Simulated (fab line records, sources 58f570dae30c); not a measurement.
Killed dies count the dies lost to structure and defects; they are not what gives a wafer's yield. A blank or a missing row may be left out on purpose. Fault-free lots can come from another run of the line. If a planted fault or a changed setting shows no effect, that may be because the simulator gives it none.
The tool behind it: which one? -- flow berkeleyCmos170 -- 14 lots, 42 wafers sampled, at 4 steps of a route of 331

## WHAT THE GAUGES SHOWED, per wafer
UCB170_NSD_CD_MEAS_06: the cd target is 1200 nm. Usual: cdNm reads 1200.0 nm (standard deviation 1.5).
lot,measured,on,cdNm (nm),flag
L528,day 6 14:16,cdSem-02,1198.9 1198.9 1199.5,
L530,day 7 02:49,cdSem-01,1199.7 1199.2 1201.1,
L529,day 7 02:43,cdSem-02,1198.1 1198.5 1198.3,
L532,day 7 20:36,cdSem-02,1199.4 1198.6 1198.8,
L531,day 7 21:21,cdSem-01,1200.5 1200.0 1199.6,
L533,day 7 21:40,cdSem-02,1197.7 1199.2 1198.3,
L537,day 8 08:28,cdSem-02,1200.9 1201.6 1202.5,
L539,day 8 15:10,cdSem-01,1199.5 1198.4 1199.6,
L540,day 8 14:41,cdSem-01,1199.9 1200.9 1200.5,
L541,day 9 08:59,cdSem-01,1196.7 1197.3 1197.6,
L544,day 9 15:16,cdSem-01,1198.6 1199.3 1200.5,
L549,day 10 20:47,cdSem-01,1202.6 1199.7 1203.1,

UCB170_CONTACT_CD_MEAS_90: the cd target is 700 nm. Usual: cdNm reads 699.7 nm (standard deviation 1.7).
lot,measured,on,cdNm (nm),flag
L528,day 7 02:56,cdSem-01,699.5 700.2 699.7,
L530,day 7 14:55,cdSem-01,696.4 699.6 699.1,
L529,day 7 10:49,cdSem-01,698.4 700.0 700.0,
L532,day 8 04:52,cdSem-01,699.9 700.5 700.7,
L531,day 8 06:58,cdSem-02,696.4 699.8 700.5,
L533,day 8 06:44,cdSem-02,700.7 698.6 697.8,
L537,day 8 15:59,cdSem-02,701.9 701.6 703.2,
L539,day 9 01:14,cdSem-02,698.4 697.6 698.9,
L540,day 8 22:37,cdSem-01,698.2 697.9 697.4,
L541,day 9 16:50,cdSem-01,700.4 699.2 699.4,
L544,day 10 01:26,cdSem-01,697.9 700.0 701.5,
L549,day 11 03:19,cdSem-02,698.4 700.8 700.1,

UCB170_M2_THK_MEAS_03: measures by xrf. Usual: for M2_AL_THK the level is 892 nm and the standard deviation is 12.
lot,measured,on,M2_AL_THK (nm),flag
L528,day 7 11:58,filmMetro-02,877 888 889,
L530,day 8 01:07,filmMetro-04,906 871 902,
L529,day 7 22:32,filmMetro-04,898 888 890,
L532,day 8 15:13,filmMetro-04,899 889 892,
L531,day 8 17:34,filmMetro-01,907 895 908,
L533,day 8 17:08,filmMetro-04,875 884 891,
L537,day 9 02:47,filmMetro-04,882 883 886,
L539,day 9 10:20,filmMetro-02,918 887 900,
L540,day 9 10:03,filmMetro-01,888 878 883,
L541,day 10 01:43,filmMetro-02,902 901 882,
L544,day 10 08:47,filmMetro-04,894 881 880,
L549,day 11 12:57,filmMetro-04,877 882 885,

## WHAT TOOL EACH LOT RAN ON (gives the tool, then ch and the chambers of the sampled wafers, and finally the start)
lot,UCB170_GATE_STRIP_16
L528,"plasmaAsher-01 ch 0,1, day 5 22:30"
L530,"plasmaAsher-01 ch 0,1, day 6 11:01"
L529,"plasmaAsher-04 ch 0,1, day 6 11:04"
L532,"plasmaAsher-01 ch 0,1, day 7 06:13"
L531,"plasmaAsher-02 ch 0,1, day 7 06:31"
L533,"plasmaAsher-02 ch 0,1, day 7 06:41"
L537,"plasmaAsher-01 ch 0,1, day 7 19:44"
L539,"plasmaAsher-01 ch 0,1, day 8 01:24"
L540,"plasmaAsher-04 ch 0,1, day 8 01:37"
L541,"plasmaAsher-01 ch 0,1, day 8 16:17"
L544,"plasmaAsher-04 ch 0,1, day 9 04:04"
L545,"plasmaAsher-04 ch 0,1, day 9 04:40"
L543,"plasmaAsher-01 ch 0,1, day 9 05:01"
L549,"plasmaAsher-04 ch 0,1, day 10 07:55"
- UCB170_GATE_STRIP_16: strips in O2.

## WHAT THE TOOLS THEMSELVES READ (means of the sampled wafers that have a number; where no wafer has one, the mark that the record gives instead)
UCB170_GATE_STRIP_16. Usual: chamberPressureMTorr 3500 mTorr, standard deviation 3.5; drypumpMotorCurrentA 5.7 A, standard deviation 0.52; oesProductAu 0.724 a.u., standard deviation 0.0045.
lot,tool,chamberPressureMTorr (mTorr),drypumpMotorCurrentA (A),oesProductAu (a.u.),flag
L528,plasmaAsher-01,3497,5.7,0.724,
L530,plasmaAsher-01,3498,5.6,0.725,
L529,plasmaAsher-04,3501,5.5,0.723,
L532,plasmaAsher-01,3500,5.7,0.727,
L531,plasmaAsher-02,3498,5.6,0.719,
L533,plasmaAsher-02,3501,5.5,0.724,
L537,plasmaAsher-01,3500,5.7,0.725,
L539,plasmaAsher-01,3501,5.7,0.725,
L540,plasmaAsher-04,3499,6.0,0.721,
L541,plasmaAsher-01,3502,5.6,0.723,
L544,plasmaAsher-04,3498,5.5,0.721,
L545,plasmaAsher-04,-,-,-,OFF
L543,plasmaAsher-01,-,-,-,OFF
L549,plasmaAsher-04,3497,6.1,0.719,

## THE ANSWER, worked out from the rows above alone
Rule: a lot counts as off when the mean over its wafers that have a number is more than 3 standard deviations away from the usual mean. A lot without any number at a reading at which 4 lots or more have one is off too. The other lots that the step has rows for count as sound. First the gauges in route order, then the tools' own readings, where a lot's mean is used as printed above. The first step at which some lot is off is used, and at that step the reading that is off furthest; a lot without a number counts as furthest.
Off: L545, L543, at UCB170_GATE_STRIP_16 (chamberPressureMTorr). Without a number there: L545, L543.
A tool fits if, at that step or a process step before it, it ran every lot that is off, and no sound lot after the first of them. Not one of the candidates tried fits.

## WHAT THE SIMULATOR PUT IN
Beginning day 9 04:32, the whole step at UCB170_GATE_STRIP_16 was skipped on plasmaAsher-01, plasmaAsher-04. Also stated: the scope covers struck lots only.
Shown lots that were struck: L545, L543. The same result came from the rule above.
